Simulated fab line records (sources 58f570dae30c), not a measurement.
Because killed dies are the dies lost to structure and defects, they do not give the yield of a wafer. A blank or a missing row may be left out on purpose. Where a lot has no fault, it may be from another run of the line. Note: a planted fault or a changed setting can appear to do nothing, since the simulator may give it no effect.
Check of tool commonality | flow berkeley-cmos170 | Lots sampled 14, wafers sampled 42

WHY THIS WAS OPENED
On 2 of the 14 lots, a flag is raised at UCB170_M1_CD_MEAS_90 on the reading cd-nm. No-fault wafers: 700.7 nm, standard deviation 2.3.
Rule: a lot gets a flag if all its wafers with a number sit over 4 standard deviations from that mean, or if no wafer of it has a number. The other lots count as sound.

lot  | measured     | on        | cd-nm (nm), wafer by wafer | flag
L123 | day 8 04:14  | cd-sem-02 | 697.1 697.9 701.8          |
L125 | day 8 13:09  | cd-sem-01 | 698.1 702.7 699.4          |
L124 | day 8 14:03  | cd-sem-02 | 700.9 701.6 700.5          |
L127 | day 9 04:23  | cd-sem-02 | 703.2 698.5 698.5          |
L128 | day 9 05:35  | cd-sem-01 | 701.3 697.5 699.9          |
L126 | day 9 06:41  | cd-sem-01 | 705.6 703.7 707.7          |
L131 | day 10 05:08 | cd-sem-02 | 698.3 701.7 696.8          |
L133 | day 10 16:00 | cd-sem-02 | 696.8 704.9 705.9          |
L134 | day 10 17:55 | cd-sem-01 | 702.5 702.2 703.2          |
L136 | day 11 16:08 | cd-sem-01 | 713.1 717.9 715.2          | FLAGGED
L139 | day 11 17:44 | cd-sem-02 | 715.6 713.6 715.4          | FLAGGED
L140 | day 11 23:21 | cd-sem-01 | 700.1 699.5 698.8          |
L145 | day 12 08:53 | cd-sem-01 | 702.6 699.2 702.3          |
L144 | day 12 12:28 | cd-sem-02 | 703.8 701.9 701.9          |
On average the flagged lots' numbers are 715.1 nm, which is +14.4 nm against the usual, or +6 standard deviations.

WHICH TOOL RAN EACH LOT
The record keeps 1 process step preceding the reading, out of 331 steps on the route. Each cell gives the tool, then ch followed by the chambers the sampled wafers passed through, then the start.
lot  | flag    | UCB170_M1_METAL_ETCH_12
L123 |         | rie-metal-04 ch 0,1, day 8 03:59
L125 |         | rie-metal-04 ch 0,1, day 8 12:55
L124 |         | rie-metal-02 ch 0,1, day 8 13:49
L127 |         | rie-metal-04 ch 0,1, day 9 04:10
L128 |         | rie-metal-02 ch 0,1, day 9 05:20
L126 |         | rie-metal-01 ch 0, day 9 06:22
L131 |         | rie-metal-01 ch 0,1, day 10 04:53
L133 |         | rie-metal-02 ch 0,1, day 10 15:45
L134 |         | rie-metal-04 ch 0,1, day 10 17:41
L136 | FLAGGED | rie-metal-02 ch 0,1, day 11 15:54
L139 | FLAGGED | rie-metal-02 ch 0,1, day 11 17:31
L140 |         | rie-metal-04 ch 1, day 11 23:06
L145 |         | rie-metal-04 ch 0,1, day 12 08:29
L144 |         | rie-metal-04 ch 0,1, day 12 12:04
What these steps do:
- UCB170_M1_METAL_ETCH_12: etches Al in Cl2/BCl3, stops on PSG, target depth 780 nm, time 130 s.
- UCB170_M1_CD_MEAS_90: target cd 700 nm.

FLAGGED OVER TOTAL, TOOL BY TOOL (the gauges that took the reading come last)
step                    | tool         | lots run | flagged | share of the flagged lots | sound lots run after its first flagged lot
UCB170_M1_METAL_ETCH_12 | rie-metal-01 | 2        | 0       | none                      | -
UCB170_M1_METAL_ETCH_12 | rie-metal-02 | 5        | 2       | all                       | 0
UCB170_M1_METAL_ETCH_12 | rie-metal-04 | 7        | 0       | none                      | -
UCB170_M1_CD_MEAS_90    | cd-sem-01    | 7        | 1       | some                      | 2 (L140,L145)
UCB170_M1_CD_MEAS_90    | cd-sem-02    | 7        | 1       | some                      | 1 (L144)

WHAT THE TABLE PERMITS
All flagged lots share 1 row of the table, namely rie-metal-02 at UCB170_M1_METAL_ETCH_12.
- rie-metal-02 at UCB170_M1_METAL_ETCH_12: 2 of its 5 lots flagged. A fault beginning between L133 (day 10 15:45), its last sound lot, and L136 (day 11 15:54), its first flagged one, fits the data. Its own readings (oes-product-au) fall more than 4 standard deviations out on all wafers of the flagged lots.
rie-metal-02 at UCB170_M1_METAL_ETCH_12 is the single tool remaining.

WHAT THE SIMULATOR PUT IN
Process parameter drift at UCB170_M1_METAL_ETCH_12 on rie-metal-02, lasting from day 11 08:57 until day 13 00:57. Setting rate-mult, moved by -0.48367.
Struck lots among those shown: L136, L139. The rule given above showed the same thing.
